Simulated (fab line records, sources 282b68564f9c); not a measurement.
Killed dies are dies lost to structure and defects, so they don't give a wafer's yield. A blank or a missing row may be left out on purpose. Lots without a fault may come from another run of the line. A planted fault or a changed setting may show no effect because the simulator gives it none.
Split-lot experiment | flow rit_cmos | 5 lots, 23 wafers read, on a route of 202 steps

THE SPLIT
At RIT_GATE_COAT_11 (resist thk 850 nm), the setting spin_rpm was moved away from the recipe's 4250 rpm on 5 of the 23 wafers read, by -6.3% to -5.9%. The other wafers ran this setting at the recipe's value.

FROM THE SPLIT TO THE READING: what the file shows between them, 8 steps
- RIT_GATE_SOFTBAKE_12: time 60 s
- RIT_GATE_EXPOSE_13: exposes mask M6, target cd 150 nm
- RIT_GATE_PEB_14
- RIT_GATE_DEVELOP_15: develop time 50 s
- RIT_GATE_CD_MEAS_16: target cd 150 nm
- RIT_GATE_HARDBAKE_18: time 60 s
- RIT_GATE_ETCH_19: etches poly-Si in SF6/CHF3/O2, stops on SiO2, time 171.6 s, target depth 312.5 nm
- RIT_GATE_STRIP_20: strips in O2, time 180 s

THE READING
cd_nm, in nm, at RIT_GATE_CD_MEAS_90 (target cd 150 nm). Fault-free wafers of this fab line usually give 152.5 nm, standard deviation 2 nm.

wafer  | tool, chamber at the split | spin_rpm as run, rpm | against the recipe | cd_nm, nm | against lot-mates on the recipe
L074.2 | litho_track-02, 0          | 4250                 | recipe             | 150.2     | -
L074.4 | litho_track-02, 0          | 4250                 | recipe             | 149.4     | -
L074.6 | litho_track-02, 0          | 4250                 | recipe             | 149.6     | -
L077.1 | litho_track-03, 0          | 4250                 | recipe             | 151.7     | -
L077.3 | litho_track-03, 0          | 4250                 | recipe             | 149.6     | -
L077.4 | litho_track-03, 0          | 4250                 | recipe             | 149.9     | -
L077.5 | litho_track-03, 0          | 4250                 | recipe             | 151.8     | -
L077.6 | litho_track-03, 0          | 4250                 | recipe             | 153.2     | -
L078.1 | litho_track-04, 0          | 4250                 | recipe             | 151.8     | -
L078.2 | litho_track-04, 0          | 4001                 | -5.9%              | 157.1     | +5.3
L078.3 | litho_track-04, 0          | 4250                 | recipe             | 151.5     | -
L078.4 | litho_track-04, 0          | 4250                 | recipe             | 152.2     | -
L078.5 | litho_track-04, 0          | 4001                 | -5.9%              | 156.2     | +4.4
L080.2 | litho_track-04, 0          | 4250                 | recipe             | 149.2     | -
L080.3 | litho_track-04, 0          | 3984                 | -6.3%              | 157.2     | +8.1
L080.4 | litho_track-04, 0          | 4250                 | recipe             | 149.0     | -
L080.5 | litho_track-04, 0          | 3984                 | -6.3%              | 155.1     | +6.0
L080.6 | litho_track-04, 0          | 3984                 | -6.3%              | 156.5     | +7.4
L081.1 | litho_track-03, 0          | 4250                 | recipe             | 154.0     | -
L081.2 | litho_track-03, 0          | 4250                 | recipe             | 153.6     | -
L081.3 | litho_track-03, 0          | 4250                 | recipe             | 150.2     | -
L081.4 | litho_track-03, 0          | 4250                 | recipe             | 154.0     | -
L081.5 | litho_track-03, 0          | 4250                 | recipe             | 152.4     | -

THE FIT
A straight line over all 23 wafers: cd_nm changes by -0.838 nm for each +1% of spin_rpm; r = -0.81; the points scatter about the line by 1.6 nm.
The same after taking each lot's own level away (the mean of its wafers on the recipe; 23 wafers): -1.03 nm for each +1%; r = -0.92; scatter 1.1 nm.
On that fit, the largest move of spin_rpm shifts the reading by 6.4 nm.
The lots' own levels span 149.10 to 152.84 nm, that is 1.9 times the standard deviation above.
So the lot-to-lot level changes the slope: the two fits differ.
Check: with one of the wafers moved furthest among these (-6.3%) left out of the fit, the line predicts +5.97 nm for it against its lot-mates. It came out at +8.1 nm against them.

OTHER SPLITS ON THESE WAFERS
These wafers also went through other splits before the reading. Each is held against what the fit with the lots' levels taken away leaves over:
other split on the same wafers   | wafers away from the commonest value | r with cd_nm (lot level and that fit taken away)
RIT_ACTIVE_OXIDATION_01 temp_c   | 15                                   | +0.03
RIT_NWELL_IMPLANT_08 dose_cm2    | 12                                   | +0.42
RIT_PWELL_HARDBAKE_07 temp_c     | 5                                    | -0.04
RIT_PRETRO_COAT_01 resist_thk_nm | 10                                   | -0.14
RIT_PRETRO_SOFTBAKE_02 time_s    | 7                                    | +0.13
RIT_GATE_CVD_08 pressure_mtorr   | 10                                   | -0.14

THE WHOLE CHAIN: every reading that the file lists as answering this split, in the file's order
step                 | what it does                                                                      | reading                                                                         | change (the file's fit)               | r (the file's)
RIT_GATE_COAT_11     | resist thk 850 nm                                                                 | NOVOLAK_of_GATE_COAT_11.thk_nm (the simulator's own value, which no gauge read) | -4.43 nm for each +1% of the setting  | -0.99
RIT_GATE_CD_MEAS_16  | target cd 150 nm                                                                  | cd_nm                                                                           | -0.946 nm for each +1% of the setting | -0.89
RIT_GATE_HARDBAKE_18 | time 60 s                                                                         | NOVOLAK_of_GATE_COAT_11.thk_nm (the simulator's own value, which no gauge read) | -3.88 nm for each +1% of the setting  | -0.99
RIT_GATE_ETCH_19     | etches poly-Si in SF6/CHF3/O2, stops on SiO2, time 171.6 s, target depth 312.5 nm | NOVOLAK_of_GATE_COAT_11.thk_nm (the simulator's own value, which no gauge read) | -3.95 nm for each +1% of the setting  | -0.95
RIT_GATE_CD_MEAS_90  | target cd 150 nm                                                                  | cd_nm                                                                           | -0.996 nm for each +1% of the setting | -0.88

THE FILE'S OWN FIT
cd_nm changes by -0.996 nm for each +1% of spin_rpm, r = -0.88.
